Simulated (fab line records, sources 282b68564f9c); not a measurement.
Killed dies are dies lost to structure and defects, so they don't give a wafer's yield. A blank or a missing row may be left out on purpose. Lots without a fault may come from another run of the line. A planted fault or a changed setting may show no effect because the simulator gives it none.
fab line records | flow rit_cmos
record lots=5 wafers=15 last_day=7
route steps=202 shown PSD@150 SDANNEAL@153 NSD@158 PLDD@159 NLDD@160 SILICIDE@161 M1@202
lots that met no fault: from a run of the same line without faults
start_h: hours from the record's first day to the start of the lot's first wafer shown | wait_h: hours since the lot's step before | " the same as in the row above | L1.1+2: a row that stands for several wafers | - no value, or no start given | * or withheld: withheld | < > ~ a bound
route shown NAME@n: a module of which the file shows steps, and the number in the route of the first | usual: mean/standard deviation of fault-free wafers | same: alike in all rows | chamber/n: place in a boat | sites: the reading at each site | _std_site: their standard deviation | _edge_site: outer sites' mean less inner sites' | radius_mm: how far each site lies from the wafer's centre | mask NAME#n: copy n | behind: the tool/chamber that last shaped the wafer | hold: why the lot was held/for how many hours/how that ended | device: the transistor (n, p or np) that didn't switch | end of line: the same wafers' tests at the end of the route | a step without rows: its recipe alone | killed: dies lost to structure and defects at the first sort, not the wafer's yield | map: a wafer's dies, x killed, . not, _ none there
set.NAME: the setting as run; set.NAME@STEP: as run at that earlier step | model.NAME: the simulator's own value behind a step, which no gauge read
lots at some steps of the route; a table a step, a row a wafer
services: from which hour (start_h, from the record's first day; less than 0 if before it) a tool's chamber was out of use, for how many hours, and why
## steps
# step RIT_PSD_IMPLANT_08
# recipe species=BF2 energy_kev=27 dose_cm2=5e+15 tilt_deg=7
# step RIT_PSD_STRIP_09
# recipe chemistry=O2 time_s=180 resist=NOVOLAK platen_temp_c=withheld power_w=500 pressure_mtorr=4000 o2_flow_sccm=4000
# usual drypump_motor_current_A=5.9/0.4
# columns lot.wafer tool chamber start_h wait_h drypump_motor_current_A rf_hours_counter_h
L116.1 plasma_asher-04 0 106.03 0.1 6.3 34
L116.4 " 0 " " 6.3 -
L116.6 " 1 " " 6.7 -
L117.1 plasma_asher-03 0 110.56 0.1 5.9 46
L117.2 " 1 " " 5.5 46
L117.5 " 1 " " 5.5 -
L124.2 plasma_asher-03 1 145.98 0.1 5.5 50
L124.4 " 0 " " 5.9 -
L124.5 " 1 " " 5.5 -
L125.1 plasma_asher-03 1 151.34 0.1 5.5 50
L125.3 " 0 " " 5.9 -
L125.6 " 1 " " 5.4 -
L129.1 plasma_asher-04 1 168.66 0.1 6.7 41
L129.3 " 1 " " 6.7 -
L129.6 " 0 " " 6.4 -
# step RIT_PSD_TW_MEAS_10
# usual PSD_TW=3420/15
# columns lot.wafer tool chamber start_h wait_h PSD_TW
L116.1 film_metro-02 - 106.21 0.1 3435
L116.4 " - " " 3416
L116.6 " - " " 3435
L117.1 film_metro-03 - 110.74 0.1 3413
L117.2 " - " " 3421
L117.5 " - " " 3414
L124.2 film_metro-02 - 146.17 0.1 3387
L124.4 " - " " 3410
L124.5 " - " " 3403
L125.1 film_metro-04 - 151.52 0.1 3396
L125.3 " - " " 3407
L125.6 " - " " 3397
L129.1 film_metro-02 - 168.84 0.1 3419
L129.3 " - " " 3420
L129.6 " - " " 3434
# step RIT_SDANNEAL_CLEAN_00
# recipe chemistry=SC1 mix=3:3:50 time_s=600 temp_c=75
# step RIT_SDANNEAL_CLEAN_01
# recipe chemistry=dHF dilution=50:1 time_s=30
# step RIT_SDANNEAL_CLEAN_02
# recipe chemistry=SC2 mix=3:3:50 time_s=600 temp_c=75 dry=n2_spin
# step RIT_SDANNEAL_RTA_03
# recipe temp_c=1050 time_s=5 idle_temp_c=600 ramp_up_c_per_s=342 ramp_down_c_per_s=171 cool_to_c=600 ambient=N2
# usual wafer_temp_C_max=1053.4/1.1
# columns lot.wafer tool chamber start_h wait_h wafer_temp_C_max
L116.1 rtp_anneal-01 0 106.63 0.0 1053.3
L116.4 " 0 " " 1052.2
L116.6 " 0 " " 1052.8
L117.1 rtp_anneal-02 0 111.18 0.0 1053.0
L117.2 " 0 " " 1053.0
L117.5 " 0 " " 1054.5
L124.2 rtp_anneal-01 0 146.59 0.0 1055.0
L124.4 " 0 " " 1053.0
L124.5 " 0 " " 1052.3
L125.1 rtp_anneal-02 0 151.94 0.0 1052.0
L125.3 " 0 " " 1053.5
L125.6 " 0 " " 1052.4
L129.1 rtp_anneal-02 0 169.26 0.0 1054.6
L129.3 " 0 " " 1052.6
L129.6 " 0 " " 1054.3
# step RIT_SDANNEAL_RS_MEAS_04
# recipe thk_meas_gauge=four-point-probe
# usual PSD_RS=115.91/0.29
# columns lot.wafer tool chamber start_h wait_h PSD_RS[ohm/sq]
L116.1 film_metro-04 - 106.69 0.0 116.01
L116.4 " - " " 115.65
L116.6 " - " " 115.69
L117.1 film_metro-04 - 111.24 0.0 115.96
L117.2 " - " " 115.80
L117.5 " - " " 115.96
L124.2 film_metro-04 - 146.66 0.1 116.10
L124.4 " - " " 116.03
L124.5 " - " " 116.15
L125.1 film_metro-03 - 152.00 0.0 116.25
L125.3 " - " " 115.90
L125.6 " - " " 116.70
L129.1 film_metro-04 - 169.32 0.0 116.29
L129.3 " - " " 116.03
L129.6 " - " " 116.05
# step RIT_SDANNEAL_RS_MEAS_05
# recipe thk_meas_gauge=four-point-probe
# usual NSD_RS=84.48/0.26
# columns lot.wafer tool chamber start_h wait_h NSD_RS[ohm/sq]
L116.1 film_metro-04 - 106.81 0.1 84.19
L116.4 " - " " 84.46
L116.6 " - " " 84.53
L117.1 film_metro-04 - 111.36 0.1 84.52
L117.2 " - " " 84.36
L117.5 " - " " 84.27
L124.2 film_metro-04 - 146.78 0.1 84.58
L124.4 " - " " 84.58
L124.5 " - " " 84.54
L125.1 film_metro-03 - 152.12 0.1 84.86
L125.3 " - " " 84.59
L125.6 " - " " 84.97
L129.1 film_metro-04 - 169.44 0.1 84.50
L129.3 " - " " 84.60
L129.6 " - " " 84.28
# step RIT_SDANNEAL_RS_MEAS_06
# recipe thk_meas_gauge=four-point-probe
# usual PLDD_RS=178.7/0.52
# columns lot.wafer tool chamber start_h wait_h PLDD_RS[ohm/sq]
L116.1 film_metro-04 - 106.93 0.1 179.7
L116.4 " - " " 179.5
L116.6 " - " " 178.9
L117.1 film_metro-04 - 111.48 0.1 178.6
L117.2 " - " " 178.6
L117.5 " - " " 178.3
L124.2 film_metro-04 - 146.90 0.1 178.4
L124.4 " - " " 178.3
L124.5 " - " " 178.1
L125.1 film_metro-03 - 152.24 0.1 178.8
L125.3 " - " " 178.5
L125.6 " - " " 179.2
L129.1 film_metro-04 - 169.56 0.1 178.8
L129.3 " - " " 178.4
L129.6 " - " " 178.6
# step RIT_SDANNEAL_RS_MEAS_07
# recipe thk_meas_gauge=four-point-probe
# usual NLDD_RS=151.6/0.57
# columns lot.wafer tool chamber start_h wait_h NLDD_RS[ohm/sq]
L116.1 film_metro-04 - 107.05 0.1 153.3
L116.4 " - " " 153.2
L116.6 " - " " 153.3
L117.1 film_metro-04 - 111.60 0.1 151.1
L117.2 " - " " 151.3
L117.5 " - " " 151.0
L124.2 film_metro-04 - 147.02 0.1 151.9
L124.4 " - " " 151.8
L124.5 " - " " 152.3
L125.1 film_metro-03 - 152.36 0.1 151.7
L125.3 " - " " 152.1
L125.6 " - " " 152.2
L129.1 film_metro-04 - 169.68 0.1 151.4
L129.3 " - " " 151.5
L129.6 " - " " 151.3
# step RIT_SILICIDE_WET_ETCH_00
# recipe chemistry=BOE target=SiO2 target_depth_nm=14 time_s=15 dry=n2_spin dilution=10:1 temp_c=21.5
# step RIT_SILICIDE_SPUTTER_01
# recipe material=Ti target_thk_nm=30 power_w=350 chamber_pressure_pa=0.667 gas=Ar time_s=240 substrate_temp_c=25
# usual cathode_dc_power_W=349.99/0.063 throttle_valve_pct=29.8/1.2
# columns lot.wafer tool chamber start_h wait_h cathode_dc_power_W throttle_valve_pct model.Ti_of_SILICIDE_SPUTTER_01.thk_nm
L116.1 pvd_sputter-04 - 107.18 0.0 349.98 30.2 30.27
L116.4 " - " " 349.99 28.4 29.97
L116.6 " - " " 350.03 32.7 30.12
L117.1 pvd_sputter-01 - 111.73 0.0 350.03 28.7 30.36
L117.2 " - " " 349.87 28.9 30.18
L117.5 " - " " 349.93 29.1 30.31
L124.2 pvd_sputter-01 - 147.14 0.0 350.03 28.8 30
L124.4 " - " " 349.99 29.7 29.78
L124.5 " - " " 350.06 28.6 29.99
L125.1 pvd_sputter-04 - 152.50 0.0 349.93 30.1 30.16
L125.3 " - " " 327.40 32.2 27.64
L125.6 " - " " 350.01 28.7 30.26
L129.1 pvd_sputter-01 - 169.81 0.0 349.95 29.4 29.84
L129.3 " - " " 350.01 29.7 29.55
L129.6 " - " " 349.93 28.9 29.71
# step RIT_SILICIDE_RS_MEAS_02
# recipe thk_meas_gauge=four-point-probe reads=Ti_of_SILICIDE_SPUTTER_01
# usual SILICIDE_TI_RS=47.9/0.62
# columns lot.wafer tool chamber start_h wait_h hold SILICIDE_TI_RS[ohm/sq]
L116.1 film_metro-02 - 107.33 0.1 - 47.2
L116.4 " - " " - 48.0
L116.6 " - " " - 47.7
L117.1 film_metro-02 - 111.88 0.1 - 47.1
L117.2 " - " " - 47.4
L117.5 " - " " - 47.2
L124.2 film_metro-01 - 147.31 0.1 - 47.8
L124.4 " - " " - 48.3
L124.5 " - " " - 47.9
L125.1 film_metro-01 - 152.65 0.1 await_dispo/0.2h/release 47.6
L125.3 " - " " await_dispo/0.2h/release 53.1
L125.6 " - " " await_dispo/0.2h/release 47.2
L125.1 film_metro-01 - 152.93 0.3 - 47.9
L125.3 " - " " - 53.6
L125.6 " - " " - 47.8
L129.1 film_metro-02 - 169.96 0.1 - 48.2
L129.3 " - " " - 48.7
L129.6 " - " " - 48.4
# step RIT_SILICIDE_THK_MEAS_03
# recipe thk_meas_gauge=xrf reads=Ti_of_SILICIDE_SPUTTER_01
# usual SILICIDE_TI_THK=30.0/0.34
# columns lot.wafer tool chamber start_h wait_h hold SILICIDE_TI_THK[nm]
L116.1 film_metro-02 - 107.45 0.1 - 30.2
L116.4 " - " " - 29.9
L116.6 " - " " - 30.1
L117.1 film_metro-02 - 112.00 0.1 - 30.2
L117.2 " - " " - 30.0
L117.5 " - " " - 30.2
L124.2 film_metro-01 - 147.42 0.1 - 30.1
L124.4 " - " " - 29.9
L124.5 " - " " - 30.1
L125.1 film_metro-01 - 154.85 1.9 await_dispo/0.2h/release 30.2
L125.3 " - " " await_dispo/0.2h/release 27.7
L125.6 " - " " await_dispo/0.2h/release 30.3
L125.1 film_metro-01 - 155.07 0.2 - 30.3
L125.3 " - " " - 27.6
L125.6 " - " " - 30.2
L129.1 film_metro-02 - 170.08 0.1 - 29.7
L129.3 " - " " - 29.6
L129.6 " - " " - 29.7
# step RIT_SILICIDE_RTA_04
# recipe temp_c=650 time_s=10 idle_temp_c=25 ramp_up_s=5 ramp_down_s=5 cool_to_c=25 ambient=N2
# usual wafer_temp_C_max=652.4/0.55
# columns lot.wafer tool chamber start_h wait_h hold wafer_temp_C_max
L116.1 rtp_anneal-02 0 107.51 0.1 - 652.0
L116.4 " 0 " " - 651.8
L116.6 " 0 " " - 652.4
L117.1 rtp_anneal-01 0 112.06 0.1 - 652.9
L117.2 " 0 " " - 653.5
L117.5 " 0 " " - 653.2
L124.2 rtp_anneal-02 0 147.48 0.1 - 651.5
L124.4 " 0 " " - 652.4
L124.5 " 0 " " - 653.4
L125.1 rtp_anneal-02 0 158.84 3.8 await_dispo/3.7h/release 651.7
L125.3 " 0 " " await_dispo/3.7h/release 651.7
L125.6 " 0 " " await_dispo/3.7h/release 652.5
L129.1 rtp_anneal-01 0 170.14 0.1 - 652.4
L129.3 " 0 " " - 651.6
L129.6 " 0 " " - 653.1
# step RIT_M1_PROBE_99
# usual killed_at_front_end=7.3/2.8 killed_dies=7.3/2.8 killed_open=3.8/1.9 killed_short=3.5/1.8
# same gross_dies=264 killed_at_M0_to_M3=0 killed_at_M4_up=0 killed_at_back_side=0 killed_at_contacts=0 killed_at_other=0
# columns lot.wafer tool chamber start_h wait_h killed_at_front_end killed_dies killed_open killed_short
L116.1 prober-01 - 114.26 0.1 5 5 3 2
L116.4 prober-01 - 114.41 0.2 7 7 3 4
L116.6 prober-01 - 114.51 0.2 10 10 2 8
L124.4 prober-01 - 154.24 0.2 16 16 8 8
L125.1 prober-02 - 165.33 0.1 8 8 4 4
L125.3 prober-02 - 165.43 0.2 4 4 3 1
L125.6 prober-02 - 165.58 0.2 6 6 4 2
# killed by level:class
L116.1 GATE:geometric_particle:short=1 REOX:geometric_particle:open=1 SPACER:geometric_particle:open=1 SILICIDE:geometric_particle:short=1 SILICIDE:geometric_particle:open=1
L116.4 GATE:geometric_particle:short=3 SPACER:geometric_particle:open=1 GATE:geometric_particle:open=1 REOX:geometric_particle:open=1 SILICIDE:geometric_particle:short=1
L116.6 FOX2:geometric_particle:short=3 GATE:geometric_particle:short=3 SILICIDE:geometric_particle:short=2 GATE:geometric_particle:open=1 SILICIDE:geometric_particle:open=1
L124.4 REOX:geometric_particle:short=4 GATE:geometric_particle:short=3 SPACER:geometric_particle:open=3 SILICIDE:geometric_particle:open=3 GATE:geometric_particle:open=2 SPACER:geometric_particle:short=1
L125.1 REOX:geometric_particle:open=2 SILICIDE:geometric_particle:open=2 FOX1:geometric_particle:short=1 GATE:geometric_particle:short=1 REOX:geometric_particle:short=1 SILICIDE:geometric_particle:short=1
L125.3 GATE:geometric_particle:open=2 FOX1:geometric_particle:open=1 REOX:geometric_particle:short=1
L125.6 GATE:geometric_particle:open=2 FOX1:geometric_particle:short=1 REOX:geometric_particle:open=1 SILICIDE:geometric_particle:short=1 STARTING-WAFER:geometric_particle:open=1
## services
# columns tool chamber start_h hours kind
pvd_sputter-01 - 113.68 4.7 repair
pvd_sputter-04 - 124.10 1.1 repair
pvd_sputter-04 - 133.30 4.7 repair
## key
first_sign step=RIT_SILICIDE_SPUTTER_01 reading=cathode_dc_power_W direction=down sigmas=99+ usual=349.99 struck=327.40
effect step=RIT_SILICIDE_RS_MEAS_02 reading=visit direction=added
effect step=RIT_SILICIDE_RS_MEAS_02 reading=SILICIDE_TI_RS direction=up sigmas=8.3 usual=47.9 struck=53.1
effect step=RIT_SILICIDE_THK_MEAS_03 reading=visit direction=added
effect step=RIT_SILICIDE_THK_MEAS_03 reading=SILICIDE_TI_THK direction=down sigmas=6.9 usual=30.0 struck=27.7
model_effect step=RIT_SILICIDE_SPUTTER_01 value=Ti_of_SILICIDE_SPUTTER_01.thk_nm without=29.58 struck=27.64
met_at RIT_SILICIDE_SPUTTER_01
struck_wafers L125.3
tester_left_out L125
onset_between 107.18 152.50
fault kind=process_parameter_drift tool=pvd_sputter-04 chamber=- onset_h=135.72 steps=RIT_SILICIDE_SPUTTER_01 channel=power_w offset=-22.596 shape=step end_h=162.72 acts_in=these_recipes_only stated=350 scope=struck_wafers_only
# tester_left_out: of these lots the tester's yield and bins aren't shown, on N5 and GAA mostly nor the transistor test; their killed dies are dies lost to structure and defects alone, not to doping, threshold or leakage, so they don't give the yield
